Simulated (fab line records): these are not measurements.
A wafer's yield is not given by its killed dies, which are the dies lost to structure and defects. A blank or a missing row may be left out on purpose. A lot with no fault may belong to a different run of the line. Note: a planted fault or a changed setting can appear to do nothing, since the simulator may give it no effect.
Problem report, 8D (eight disciplines) form, completed by code / flow berkeleyCmos170 / the parts of the form that need people (team, actions taken, sign-off) are left out

1. THE ISSUE
Across 9 wafers from 3 lots, PWELL_NITRIDE_THK at UCB170_PWELL_THK_MEAS_06 averages 173.6 nm, while fault-free wafers read 220.4 nm with a standard deviation of 2.1. That is -22 standard deviations from the usual mean.
First observed at day 4 15:05: wafer L214.1, on filmMetro-01. The record holds 39 wafers of 13 lots with a number at this step. By rule, "out" or "out of limits" means more than 4 standard deviations away from the usual mean. The rest of the wafers with a number are treated as sound.

2. WHAT IT IS, WHAT IT ISN'T
question=which readings at this step | is=PWELL_NITRIDE_THK | is not=-
question=which lots | is=L213, L214, L217 | is not=L205, L206, L207, L208, L209, L210, L215, L219, L224, L225
question=which wafers of those lots | is=all that have a number | is not=-
question=read on which gauges | is=filmMetro-01, filmMetro-03, filmMetro-04 | is not=-
question=when | is=from day 4 15:05 | is not=up to then (18 sound wafers); but 12 sound wafers of L215, L219, L224, L225 came after

3. SUSPECTS, AND WHAT RULES EACH OUT
Counting: a tool at any process step up to the reading remains a suspect when it ran all the lots that are out and ran no sound lot after the first of those.
- the gauge at UCB170_PWELL_THK_MEAS_06 is ruled out. The wafers that are out were read on 3 gauges (filmMetro-01, filmMetro-03, filmMetro-04).
- lpcvd-02 at UCB170_PWELL_CVD_05 (deposits Si3N4 from SiH2Cl2/NH3, target thk 220 nm, time 3300 s): kept. All lots that are out passed through it, beginning with L213 at day 4 13:10, and no sound lot followed; its final sound lot before that point was L209 at day 3 15:56.
Left after counting: lpcvd-02 at UCB170_PWELL_CVD_05.

4. THE CAUSE (what the simulator had put in)
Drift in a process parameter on lpcvd-02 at UCB170_PWELL_CVD_05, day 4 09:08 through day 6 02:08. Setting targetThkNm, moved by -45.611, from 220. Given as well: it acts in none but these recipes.
This tool alone remained once counting was done.

5. THE CHAIN OF EFFECTS, in route order
Each row: a reading whose mean over the struck wafers that have a number lies more than 3 standard deviations from the usual. Readings are gone through only where the record gives a usual standard deviation; hours: the median, over the lots, of the time from a lot's start at the first step in this table giving one to that lot's start at this step; sigmas: the change measured in usual standard deviations.
hours=0; step=UCB170_PWELL_THK_MEAS_06; reading=PWELL_NITRIDE_THK; usual=220.4 nm; on struck wafers=173.6; change=-46.8; sigmas=-22
hours=1; step=UCB170_PWELL_ETCH_14; reading=oesProductAu; usual=0.948 a.u.; on struck wafers=0.831; change=-0.117; sigmas=-7.3
It contains these process steps:
- UCB170_PWELL_ETCH_14: etches Si3N4 in CH3F/Ar/O2, stops on SiO2, target depth 242 nm, time 151 s.
At these later measuring or inspecting steps, every struck wafer for which the step has a row has a number for every such reading, and none has moved that far: UCB170_ACTIVE_THK_MEAS_03, UCB170_PFIELD_TW_MEAS_09, UCB170_SCREENOX_THK_MEAS_02.

6. HOW IT WOULD HAVE BEEN CAUGHT EARLIER
6 hours passed between the start of the fault at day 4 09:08 and the first reading out of limits at a measuring or inspecting step in this record, taken at day 4 15:05.
Tool readings at UCB170_PWELL_CVD_05 with a usual standard deviation given in the record: none out on any struck wafer, hence no alarm at a limit of 4 standard deviations on them.
Lots out: 3; of these, L217 started UCB170_PWELL_CVD_05 on lpcvd-02 after day 4 15:05. A hold on the tool at that time would have spared it.
